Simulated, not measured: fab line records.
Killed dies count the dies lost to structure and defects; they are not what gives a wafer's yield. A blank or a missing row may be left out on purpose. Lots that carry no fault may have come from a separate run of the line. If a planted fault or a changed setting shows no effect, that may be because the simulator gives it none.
Which tool was responsible? | flow berkeley-cmos170 | Sampling: 7 lots, 21 wafers, 2 of 331 route steps

== WHAT EACH GAUGE READ, for each wafer ==
UCB170_M1_RS_MEAS_01: uses a four-point probe to measure.
lot  | measured     | on            | M1_AL_RS (ohm/sq)
L121 | day 8 07:28  | film-metro-03 | 0.0484 0.0485 0.0486
L123 | day 9 08:27  | film-metro-01 | 0.0479 0.0482 0.0480
L127 | day 9 18:22  | film-metro-03 | 0.0485 0.0486 0.0488
L130 | day 11 03:09 | film-metro-01 | 0.0477 0.0477 0.0482
L134 | day 12 01:17 | film-metro-01 | 0.0483 0.0479 0.0482
L135 | day 12 09:55 | film-metro-03 | 0.0481 0.0489 0.0485
L140 | day 13 12:29 | film-metro-02 | 0.0483 0.0479 0.0480

== WHAT TOOL EACH LOT RAN ON (gives the tool, then ch and the chambers of the sampled wafers, and finally the start) ==
lot  | UCB170_CONTACT_STRIP_06
L121 | plasma-asher-02 ch 0,1, day 8 04:57
L123 | plasma-asher-02 ch 0,1, day 9 06:21
L127 | plasma-asher-01 ch 0,1, day 9 15:13
L130 | plasma-asher-01 ch 0,1, day 11 00:07
L134 | plasma-asher-01 ch 1, day 11 22:49
L135 | plasma-asher-02 ch 0,1, day 12 06:53
L140 | plasma-asher-01 ch 0,1, day 13 10:02
- UCB170_CONTACT_STRIP_06: strips in O2.

== THE ANSWER, worked out from the rows above alone ==
Rule: the lots themselves supply what counts as usual. The widest of any qualifying gaps counts: lots, ordered by their means at a reading, are off when they make up no more than a third of the lots, leave a main group of 4 or more, and stand apart from it by 3 or more times the standard deviation of that group's means. The tables above print the reading to a certain number of digits; a main group whose means all agree to those digits is not used. A lot without any number at a reading at which 4 lots or more have one is off too. Where the step has rows for the other lots, those lots are counted as sound.
No lot is off on any of the readings shown, so nothing can be concluded from this.

== WHAT THE SIMULATOR HAD PUT IN ==
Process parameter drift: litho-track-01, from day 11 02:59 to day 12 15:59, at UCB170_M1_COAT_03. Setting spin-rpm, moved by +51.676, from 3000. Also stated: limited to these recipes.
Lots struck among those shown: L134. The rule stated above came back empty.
